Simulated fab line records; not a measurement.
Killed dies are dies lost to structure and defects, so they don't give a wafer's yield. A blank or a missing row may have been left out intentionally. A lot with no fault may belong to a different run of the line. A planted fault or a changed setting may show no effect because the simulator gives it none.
Which tool is to blame? || flow berkeleyCmos170 || 21 wafers from 7 lots sampled at 2 of the route's 331 steps

== WHAT EACH GAUGE READ, for each wafer ==
UCB170_CONTACT_CD_MEAS_15: the cd target is 700 nm.
{"lot": "L637", "measured": "day 7 11:22", "on": "cdSem-01", "cdNm (nm)": "699.9 698.5 699.5"}
{"lot": "L643", "measured": "day 8 04:58", "on": "cdSem-02", "cdNm (nm)": "699.9 700.5 701.9"}
{"lot": "L647", "measured": "day 9 04:58", "on": "cdSem-02", "cdNm (nm)": "- - -"}
{"lot": "L645", "measured": "day 9 05:46", "on": "cdSem-02", "cdNm (nm)": "- - -"}
{"lot": "L654", "measured": "day 10 07:18", "on": "cdSem-02", "cdNm (nm)": "699.9 701.3 700.7"}
{"lot": "L652", "measured": "day 10 10:35", "on": "cdSem-01", "cdNm (nm)": "700.8 699.9 701.2"}
{"lot": "L660", "measured": "day 11 13:57", "on": "cdSem-02", "cdNm (nm)": "699.8 699.1 697.7"}

== EACH LOT AND THE TOOL THAT RAN IT (in order: tool; ch and the chambers of the sampled wafers; start) ==
{"lot": "L637", "UCB170_CONTACT_PEB_13": "lithoTrack-02 ch 0, day 7 11:05"}
{"lot": "L643", "UCB170_CONTACT_PEB_13": "lithoTrack-02 ch 0, day 8 04:41"}
{"lot": "L647", "UCB170_CONTACT_PEB_13": "lithoTrack-03, day 9 04:41"}
{"lot": "L645", "UCB170_CONTACT_PEB_13": "lithoTrack-04, day 9 05:29"}
{"lot": "L654", "UCB170_CONTACT_PEB_13": "lithoTrack-04 ch 0, day 10 07:02"}
{"lot": "L652", "UCB170_CONTACT_PEB_13": "lithoTrack-02 ch 0, day 10 10:19"}
{"lot": "L660", "UCB170_CONTACT_PEB_13": "lithoTrack-03 ch 0, day 11 13:41"}
- UCB170_CONTACT_PEB_13

== THE ANSWER, worked out from the rows above alone ==
Rule: the usual values come from the lots themselves. Put in order of their means at a reading, lots are off if they are a third of the lots or fewer, leave a main group of 4 or more, and stand apart from it by a gap of 3 or more times the standard deviation of the main group's means; of several such gaps the widest counts. Not used: any main group whose means are identical at the precision the tables above print for the reading. A lot without any number at a reading at which 4 lots or more have one is off too. All remaining lots with rows at the step are treated as sound.
Off: L647, L645 (UCB170_CONTACT_CD_MEAS_15, cdNm). Without a number there: L647, L645. For the main group the mean is 700.0 nm and the standard deviation 0.79.
If a tool, at a process step before that reading, ran all the lots that are off and no sound lot after the first of them, it fits. Gauges at UCB170_CONTACT_CD_MEAS_15: tried the same way as those tools. None of those tried fits.

== WHAT THE SIMULATOR HAD PUT IN ==
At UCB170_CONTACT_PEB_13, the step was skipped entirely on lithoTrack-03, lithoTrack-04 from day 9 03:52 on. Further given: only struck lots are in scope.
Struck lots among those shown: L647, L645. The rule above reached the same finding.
